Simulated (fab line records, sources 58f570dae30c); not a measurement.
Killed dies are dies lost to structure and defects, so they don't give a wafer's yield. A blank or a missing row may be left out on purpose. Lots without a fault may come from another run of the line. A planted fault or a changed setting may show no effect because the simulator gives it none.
Split-lot experiment | flow berkeley_cmos170 | 5 lots, 23 wafers read, on a route of 331 steps

THE SPLIT
At UCB170_ACTIVE_COAT_08 (resist thk 900 nm), the setting resist_thk_nm was moved away from the recipe's 900 nm on 8 of the 23 wafers read, by -5.4% to +6.0%. The other wafers ran this setting at the recipe's value.

FROM THE SPLIT TO THE READING: what the file shows between them, 1 step
- UCB170_ACTIVE_DEVELOP_12: develop time 45 s (also split here: develop_time_s)

THE READING
KrF_of_ACTIVE_COAT_08.thk_nm (the simulator's own value, which no gauge read), in nm, at UCB170_ACTIVE_ETCH_15 (etches Si3N4 in CH3F/Ar/O2, stops on SiO2, target depth 242 nm, time 151 s). The file gives no usual value for it. The 15 wafers here that ran the recipe average 724.1 nm, standard deviation 5.1 nm.

wafer  | tool, chamber at the split | resist_thk_nm as run, nm | against the recipe | KrF_of_ACTIVE_COAT_08.thk_nm, nm | against lot-mates on the recipe
L075.1 | litho_track-03, 0          | 900                      | recipe             | 716.1                            | -
L075.2 | litho_track-03, 0          | 900                      | recipe             | 716.7                            | -
L075.5 | litho_track-03, 0          | 900                      | recipe             | 725.9                            | -
L080.1 | litho_track-02, 0          | 900                      | recipe             | 723.1                            | -
L080.3 | litho_track-02, 0          | 851.8                    | -5.4%              | 676.8                            | -50.0
L080.4 | litho_track-02, 0          | 900                      | recipe             | 730.4                            | -
L080.5 | litho_track-02, 0          | 851.8                    | -5.4%              | 676.1                            | -50.6
L080.6 | litho_track-02, 0          | 851.8                    | -5.4%              | 676.6                            | -50.1
L079.1 | litho_track-03, 0          | 900                      | recipe             | 722.7                            | -
L079.3 | litho_track-03, 0          | 953.7                    | +6.0%              | 783.3                            | +62.6
L079.4 | litho_track-03, 0          | 900                      | recipe             | 718.6                            | -
L079.5 | litho_track-03, 0          | 953.7                    | +6.0%              | 775.9                            | +55.2
L079.6 | litho_track-03, 0          | 953.7                    | +6.0%              | 773.2                            | +52.5
L083.1 | litho_track-03, 0          | 900                      | recipe             | 729.3                            | -
L083.3 | litho_track-03, 0          | 864.3                    | -4.0%              | 696.2                            | -34.7
L083.4 | litho_track-03, 0          | 864.3                    | -4.0%              | 691.6                            | -39.3
L083.5 | litho_track-03, 0          | 900                      | recipe             | 729.7                            | -
L083.6 | litho_track-03, 0          | 900                      | recipe             | 733.7                            | -
L084.2 | litho_track-02, 0          | 900                      | recipe             | 727.4                            | -
L084.3 | litho_track-02, 0          | 900                      | recipe             | 723                              | -
L084.4 | litho_track-02, 0          | 900                      | recipe             | 719.1                            | -
L084.5 | litho_track-02, 0          | 900                      | recipe             | 722                              | -
L084.6 | litho_track-02, 0          | 900                      | recipe             | 724.2                            | -

THE FIT
A straight line over all 23 wafers: KrF_of_ACTIVE_COAT_08.thk_nm changes by +8.75 nm for each +1% of resist_thk_nm; r = +0.99; the points scatter about the line by 4.8 nm.
The same after taking each lot's own level away (the mean of its wafers on the recipe; 23 wafers): +9.45 nm for each +1%; r = +0.99; scatter 3.2 nm.
On that fit, the largest move of resist_thk_nm shifts the reading by 56 nm.
The lots' own levels span 719.57 to 730.90 nm, that is 2.2 times the standard deviation above.
So the lot-to-lot level changes the slope little: the two slopes agree.
Check: with one of the wafers moved furthest among these (+6.0%) left out of the fit, the line predicts +54.8 nm for it against its lot-mates. It came out at +62.6 nm against them.

OTHER SPLITS ON THESE WAFERS
These wafers also went through other splits before the reading. Each is held against what the fit with the lots' levels taken away leaves over:
other split on the same wafers          | wafers away from the commonest value | r with KrF_of_ACTIVE_COAT_08.thk_nm (lot level and that fit taken away)
UCB170_ZERO_COAT_01 resist_thk_nm       | 10                                   | -0.36
UCB170_ZERO_ETCH_06 rf_w                | 8                                    | +0.19
UCB170_NWELL_IMPLANT_14 energy_kev      | 7                                    | +0.19
UCB170_WELLDRIVE_OXIDATION_01 ox_time_s | 15                                   | -0.02
UCB170_ACTIVE_DEVELOP_12 develop_time_s | 7                                    | +0.14

THE WHOLE CHAIN: every reading that the file lists as answering this split, in the file's order
step                   | what it does                                                               | reading                                                                       | change (the file's fit)              | r (the file's)
UCB170_ACTIVE_COAT_08  | resist thk 900 nm                                                          | KrF_of_ACTIVE_COAT_08.thk_nm (the simulator's own value, which no gauge read) | +9.11 nm for each +1% of the setting | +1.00
UCB170_ACTIVE_ETCH_15  | etches Si3N4 in CH3F/Ar/O2, stops on SiO2, target depth 242 nm, time 151 s | KrF_of_ACTIVE_COAT_08.thk_nm (the simulator's own value, which no gauge read) | +9.44 nm for each +1% of the setting | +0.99
UCB170_ACTIVE_STRIP_16 | strips in O2                                                               | strip_time_to_endpoint_s                                                      | withheld for each +1% of the setting | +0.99

THE FILE'S OWN FIT
KrF_of_ACTIVE_COAT_08.thk_nm changes by +9.44 nm for each +1% of resist_thk_nm, r = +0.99.
